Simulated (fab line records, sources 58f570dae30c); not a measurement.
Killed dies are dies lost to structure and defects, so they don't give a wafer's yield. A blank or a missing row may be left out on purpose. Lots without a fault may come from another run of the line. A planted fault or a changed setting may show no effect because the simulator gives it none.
fab line records | flow berkeley_cmos170
record lots=5 wafers=23
route steps=331 shown M1@250 V1@264 M3@327
start_h: hours from the record's first day to the start of the lot's first wafer shown | wait_h: hours since the lot's step before | " the same as in the row above | L1.1+2: a row that stands for several wafers | - no value, or no start given | * or withheld: withheld | < > ~ a bound
route shown NAME@n: a module of which the file shows steps, and the number in the route of the first | usual: mean/standard deviation of fault-free wafers | same: alike in all rows | chamber/n: place in a boat | sites: the reading at each site | _std_site: their standard deviation | _edge_site: outer sites' mean less inner sites' | radius_mm: how far each site lies from the wafer's centre | mask NAME#n: copy n | behind: the tool/chamber that last shaped the wafer | hold: why the lot was held/for how many hours/how that ended | device: the transistor (n, p or np) that didn't switch | end of line: the same wafers' tests at the end of the route | a step without rows: its recipe alone | killed: dies lost to structure and defects at the first sort, not the wafer's yield | map: a wafer's dies, x killed, . not, _ none there
set.NAME: the setting as run; set.NAME@STEP: as run at that earlier step | model.NAME: the simulator's own value behind a step, which no gauge read
lots whose settings were changed on purpose; a table a step, a row a wafer
## steps
# step UCB170_M1_METAL_ETCH_12
# recipe chemistry=Cl2/BCl3 target=Al stop_on=PSG pressure_mtorr=12 target_depth_a=7800 over_etch_frac=0.3 time_s=130 icp_w=600 bias_w=120 Cl2_flow_sccm=90 bcl3_flow_sccm=45
# columns lot.wafer tool chamber start_h wait_h set.icp_w model.KrF_of_M1_COAT_04.thk_nm
L074.1 rie_metal-03 1 134.02 - 600 412.1
L074.3 " 0 " " 660.5 381.6
L074.4 " 1 " " 660.5 365.6
L074.5 " 1 " " 600 411.3
L074.6 " 0 " " 660.5 382.6
L075.1 rie_metal-01 0 148.98 - 600 420.8
L075.2 " 1 " " 600 435.2
L075.4 " 1 " " 600 436.8
L079.1 rie_metal-04 1 173.01 - 629.8 404.4
L079.2 " 0 " " 600 427.5
L079.4 " 0 " " 629.8 404.8
L079.5 " 1 " " 629.8 405.5
L079.6 " 0 " " 600 423.3
L081.1 rie_metal-04 1 181.63 - 640.4 395.7
L081.2 " 0 " " 640.4 395.6
L081.3+4 " 0,1 " " 600 -
L081.6 " 0 " " 600 420.6
L084.1 rie_metal-03 0 193.08 - 600 430.1
L084.2 " 1 " " 643.7 384.8
L084.3 " 0 " " 600 426.9
L084.4 " 1 " " 643.7 378
L084.5 " 0 " " 643.7 397.6
# step UCB170_V1_PEB_10
# recipe peb_temp_c=130 peb_time_s=withheld resist=KrF
# columns lot.wafer tool chamber start_h wait_h set.peb_temp_c
L074.1+4+6 litho_track-03 0 140.86 0.1 132.2
L074.3+5 " 0 " " 130
L075.1+2+4 litho_track-03 0 154.06 0.1 130
L079.1+2+4+5+6 litho_track-01 0 179.21 0.5 130
L081.1+3+4 litho_track-03 0 187.84 0.3 130
L081.2+6 " 0 " " 126.6
L084.1+2+5 litho_track-01 0 199.27 0.1 132.1
L084.3+4 " 0 " " 130
# step UCB170_V1_DEVELOP_11
# recipe developer=TMAH develop_time_s=45 resist=KrF dev_temp_c=21
# step UCB170_V1_CD_MEAS_12
# recipe target_cd_nm=700
# usual cd_nm=699.9/1.4
# columns lot.wafer tool chamber start_h wait_h set.peb_temp_c@V1_PEB_10 cd_nm
L074.1 cd_sem-01 - 141.14 - 132.2 714.1
L074.3 " - " " 130 701.2
L074.4 " - " " 132.2 714.6
L074.5 " - " " 130 700.5
L074.6 " - " " 132.2 714.1
L075.1 cd_sem-02 - 154.34 - 130 699.0
L075.2 " - " " 130 699.3
L075.4 " - " " 130 699.7
L079.1 cd_sem-02 - 179.48 - 130 699.1
L079.2 " - " " 130 697.2
L079.4 " - " " 130 698.9
L079.5 " - " " 130 698.3
L079.6 " - " " 130 698.5
L081.1 cd_sem-02 - 188.11 - 130 702.0
L081.2 " - " " 126.6 676.8
L081.3 " - " " 130 701.8
L081.4 " - " " 130 702.2
L081.6 " - " " 126.6 676.3
L084.1 cd_sem-02 - 199.55 - 132.1 710.9
L084.2 " - " " 132.1 711.8
L084.3 " - " " 130 698.8
L084.4 " - " " 130 698.7
L084.5 " - " " 132.1 713.3
# step UCB170_V1_ETCH_14
# recipe chemistry=CHF3/CF4/Ar target=SiO2 stop_on=Al CHF3_flow_sccm=45 cf4_flow_sccm=15 Ar_flow_sccm=150 pressure_mtorr=200 rf_w=700 target_depth_a=12500 over_etch_frac=0.25 time_s=291
# columns lot.wafer tool chamber start_h wait_h set.peb_temp_c@V1_PEB_10 model.V1.cd_nm
L074.1 rie_diel-03 3 141.29 0.0 132.2 714.9
L074.3 " 1 " " 130 701.8
L074.4 " 2 " " 132.2 715
L074.5 " 1 " " 130 701.2
L074.6 " 0 " " 132.2 714.1
L075.1 rie_diel-01 1 154.49 0.0 130 699.9
L075.2 " 2 " " 130 700.2
L075.4 " 0 " " 130 701.3
L079.1 rie_diel-04 3 179.64 0.0 130 698.3
L079.2 " 1 " " 130 696.2
L079.4 " 1 " " 130 698.6
L079.5+6 " 3,0 " " 130 697.6
L081.1 rie_diel-03 1 188.27 0.0 130 702.4
L081.2 " 2 " " 126.6 676.6
L081.3 " 0 " " 130 701.7
L081.4 " 1 " " 130 702.6
L081.6 " 2 " " 126.6 676.2
L084.1 rie_diel-03 0 199.70 0.0 132.1 711.6
L084.2 " 1 " " 132.1 712
L084.3 " 1 " " 130 699.1
L084.4 " 0 " " 130 698.5
L084.5 " 0 " " 132.1 713.4
# step UCB170_V1_STRIP_15
# recipe chemistry=O2 power_w=400 pressure_mtorr=3500 platen_temp_c=withheld o2_flow_sccm=400 overash_fraction=0.5
# step UCB170_V1_CD_MEAS_90
# recipe target_cd_nm=700
# usual cd_nm=700.1/1.6
# columns lot.wafer tool chamber start_h wait_h set.peb_temp_c@V1_PEB_10 cd_nm
L074.1 cd_sem-01 - 141.57 0.1 132.2 714.7
L074.3 " - " " 130 701.8
L074.4 " - " " 132.2 714.7
L074.5 " - " " 130 701.6
L074.6 " - " " 132.2 714.1
L075.1 cd_sem-01 - 154.77 0.1 130 699.9
L075.2 " - " " 130 700.4
L075.4 " - " " 130 701.2
L079.1 cd_sem-02 - 179.92 0.1 130 698.5
L079.2 " - " " 130 696.4
L079.4 " - " " 130 698.6
L079.5 " - " " 130 697.6
L079.6 " - " " 130 697.6
L081.1 cd_sem-02 - 188.59 0.1 130 702.4
L081.2 " - " " 126.6 676.8
L081.3 " - " " 130 701.7
L081.4 " - " " 130 702.5
L081.6 " - " " 126.6 676.4
L084.1 cd_sem-01 - 200.07 0.1 132.1 711.9
L084.2 " - " " 132.1 712.1
L084.3 " - " " 130 699.2
L084.4 " - " " 130 698.6
L084.5 " - " " 132.1 713.5
# step UCB170_M3_METAL_ETCH_18
# recipe chemistry=Cl2/BCl3 target=Al stop_on=SiO2 pressure_mtorr=12 target_depth_a=11700 over_etch_frac=0.3 time_s=195 icp_w=600 bias_w=120 Cl2_flow_sccm=90 bcl3_flow_sccm=45
# columns lot.wafer tool chamber start_h wait_h set.time_s
L074.1+3+4 rie_metal-03 1,0,1 151.10 - 195
L074.5+6 " 1,0 " " 187.2
L075.1+2+4 rie_metal-02 1 162.87 - 195
L079.1+4 rie_metal-03 1 188.55 - 223.2
L079.2+5+6 " 0,0,1 " " 195
L081.1+4 rie_metal-03 0 197.37 - 217.4
L081.2+3+6 " 1,1,0 " " 195
L084.1+2 rie_metal-01 0,1 208.56 - 174.9
L084.3+4+5 " 0,1,1 " " 195
# step UCB170_M3_STRIP_19
# recipe chemistry=O2 power_w=400 pressure_mtorr=3500 platen_temp_c=withheld o2_flow_sccm=400 overash_fraction=0.5
# usual oes_product_au=0.531/0.018
# columns lot.wafer tool chamber start_h wait_h set.time_s@M3_METAL_ETCH_18 oes_product_au
L074.1 plasma_asher-02 0 151.29 0.1 195 0.500
L074.3 " 1 " " 195 0.538
L074.4 " 0 " " 195 0.505
L074.5 " 1 " " 187.2 0.536
L074.6 " 0 " " 187.2 0.566
L075.1 plasma_asher-04 0 163.25 0.3 195 0.554
L075.2 " 1 " " 195 0.546
L075.4 " 0 " " 195 0.541
L079.1 plasma_asher-04 0 188.74 0.1 223.2 0.402
L079.2 " 1 " " 195 0.532
L079.4 " 0 " " 223.2 0.389
L079.5 " 1 " " 195 0.540
L079.6 " 0 " " 195 0.491
L081.1 plasma_asher-02 0 197.55 0.1 217.4 0.456
L081.2 " 1 " " 195 0.511
L081.3 " 0 " " 195 0.506
L081.4 " 1 " " 217.4 0.459
L081.6 " 0 " " 195 0.543
L084.1 plasma_asher-01 0 208.75 0.1 174.9 0.585
L084.2 " 1 " " 174.9 0.614
L084.3 " 0 " " 195 0.525
L084.4 " 1 " " 195 0.531
L084.5 " 0 " " 195 0.531
## key
split step=UCB170_M1_METAL_ETCH_12 setting=icp_w stated=600 by=wafer
response step=UCB170_M1_METAL_ETCH_12 reading=model.KrF_of_M1_COAT_04.thk_nm change=-4.17 per=1% r=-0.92
split step=UCB170_V1_PEB_10 setting=peb_temp_c stated=130 by=wafer
response step=UCB170_V1_CD_MEAS_12 reading=cd_nm change=+8.99 per=1% r=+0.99
response step=UCB170_V1_ETCH_14 reading=model.V1.cd_nm change=+9.09 per=1% r=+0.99
response step=UCB170_V1_CD_MEAS_90 reading=cd_nm change=+8.98 per=1% r=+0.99
split step=UCB170_M3_METAL_ETCH_18 setting=time_s stated=195 by=wafer
response step=UCB170_M3_STRIP_19 reading=oes_product_au change=-0.00737 per=1% r=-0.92
